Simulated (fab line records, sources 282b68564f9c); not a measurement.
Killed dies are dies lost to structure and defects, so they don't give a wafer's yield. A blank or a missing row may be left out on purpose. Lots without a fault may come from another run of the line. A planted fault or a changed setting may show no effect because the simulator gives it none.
A struck lot beside a sound one | flow rit_cmos | 22 steps out of a route of 202
Sound: wafers L501.2, L501.4, L501.5. Struck: wafers L510.2, L510.4, L510.6. The cause comes at the end.
At each step with rows: each side's tool, then ch and its chambers, then its first start. Under that, the readings that differ: sound wafers | struck wafers | difference of the means | sigmas: that difference in standard deviations of wafers without a fault.
alike: readings whose means differ by less than 2 such deviations, and words and numbers that are the same on both sides. not compared: withheld readings, readings that some wafer has no value for, bounds like >300 that may hide the same value, and numbers for which the record gives no deviation and whose values overlap.
The two part at a step that has a row with sigmas, a row that says differs or no value, or rows on one side only. Numbers that don't overlap but have no deviation are shown without sigmas and don't part them. A reading that every wafer of one side lacks parts them only if that side has two wafers or more.

first, 2 steps without rows for these wafers: RIT_NSD_HARDBAKE_07 (time 60 s); RIT_NSD_IMPLANT_08.
RIT_NSD_STRIP_09: strips in O2, time 180 s.
  sound on plasma_asher-04 ch 0,1, day 4 07:04; struck on plasma_asher-03 ch 0,1, day 5 18:10
  alike: drypump_motor_current_A
  not compared: rf_hours_counter_h
RIT_NSD_TW_MEAS_10:
  sound on film_metro-03, day 4 07:15; struck on film_metro-03, day 5 18:20
  alike: NSD_TW
then, 6 steps without rows for these wafers: RIT_PSD_HMDS_00 (prime time 60 s); RIT_PSD_COAT_01 (resist thk 1000 nm); RIT_PSD_SOFTBAKE_02 (time 60 s); RIT_PSD_EXPOSE_03 (exposes mask M10, target cd 40900 nm); RIT_PSD_PEB_04; RIT_PSD_DEVELOP_05 (develop time 50 s).
RIT_PSD_OVL_MEAS_06:
  sound on overlay-01, day 4 08:11; struck on overlay-01, day 5 19:15
  alike: PSD_OVL
then, 1 step without rows for these wafers: RIT_PSD_HARDBAKE_07 (time 60 s).
RIT_PSD_IMPLANT_08:
  sound on implanter-02 ch 0, day 4 08:31; struck on implanter-02 ch 0, day 5 19:27
  reading            | sound                         | struck                        | difference | sigmas
  beam_on_s (s)      | 14.2 14.5 14.4                | 10.0 10.2 9.9                 | -4.3       | -5
  dose_ions_cm2      | 5.006e+15 5.009e+15 5.007e+15 | 2.807e+15 2.808e+15 2.806e+15 | -2.200e+15 | -99 or more
  faraday_current_uA | 10816 10619 10708             | 8741 8560 8784                | -2019      | -3
RIT_PSD_STRIP_09: strips in O2, time 180 s.
  sound on plasma_asher-02 ch 0,1, day 4 08:38; struck on plasma_asher-02 ch 0,1, day 5 19:35
  alike: drypump_motor_current_A
  not compared: rf_hours_counter_h
RIT_PSD_TW_MEAS_10:
  sound on film_metro-01, day 4 08:49; struck on film_metro-04, day 5 19:46
  reading | sound          | struck         | difference | sigmas
  PSD_TW  | 3369 3363 3375 | 3205 3194 3199 | -170       | -4
then, 3 steps without rows for these wafers: RIT_SDANNEAL_CLEAN_00 (cleans in SC1, time 600 s); RIT_SDANNEAL_CLEAN_01 (cleans in dHF, time 30 s); RIT_SDANNEAL_CLEAN_02 (cleans in SC2, time 600 s).
RIT_SDANNEAL_RTA_03: time 5 s.
  sound on rtp_anneal-01 ch 0, day 4 09:14; struck on rtp_anneal-02 ch 0, day 5 20:13
  alike: ramp_down_c_per_s, wafer_temp_C_max
RIT_SDANNEAL_RS_MEAS_04: measures by four-point-probe.
  sound on film_metro-03, day 4 09:19; struck on film_metro-03, day 5 20:16
  reading         | sound                | struck               | difference | sigmas
  PSD_RS (ohm/sq) | 115.29 115.67 115.75 | 123.28 123.12 123.11 | +7.60      | +30
RIT_SDANNEAL_RS_MEAS_05: measures by four-point-probe.
  sound on film_metro-03, day 4 09:26; struck on film_metro-03, day 5 20:23
  alike: NSD_RS
RIT_M1_PROBE_99:
  sound on prober-01, day 4 17:17; struck on prober-02, day 6 03:43
  reading                                 | sound             | struck               | difference | sigmas
  model.etest.contact_pplus.end_ohm_um    | 44.12 45.06 45.31 | 57.43 57.86 57.51    | +12.77     |
  model.etest.ppoly_line.rs_ohm_sq        | 16.57 16.54 16.4  | 16.75 16.87 16.93    | +0.35      |
  model.etest.vpnp.gain                   | 1.01 1.037 1.038  | 0.9061 0.8796 0.8764 | -0.1410    |
  model.etest.diode_pplus_comb.cj_ff_um2  | 2.02 2.013 2.022  | 1.938 1.947 1.948    | -0.074     |
  model.etest.diode_pplus_nwell.cj_ff_um2 | 1.726 1.726 1.715 | 1.643 1.653 1.67     | -0.067     |
  alike: killed_at_contacts, killed_at_front_end, killed_dies, killed_open, killed_short
  not compared: model.etest.pmos_narrow.off_log10_a_um, model.etest.pmos_0p15.tox_inv_nm, model.etest.pmos_0p3.vt_sat_v

WHERE THEY PART
First at RIT_PSD_IMPLANT_08; last, within this record, at RIT_SDANNEAL_RS_MEAS_04. Later steps at which nothing parts them and some readings are alike: RIT_SDANNEAL_RS_MEAS_05, RIT_M1_PROBE_99.

WHY: what the simulator had put in
Process parameter drift: implanter-02, from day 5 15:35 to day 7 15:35, at RIT_PSD_IMPLANT_08. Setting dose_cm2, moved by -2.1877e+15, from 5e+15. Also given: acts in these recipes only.
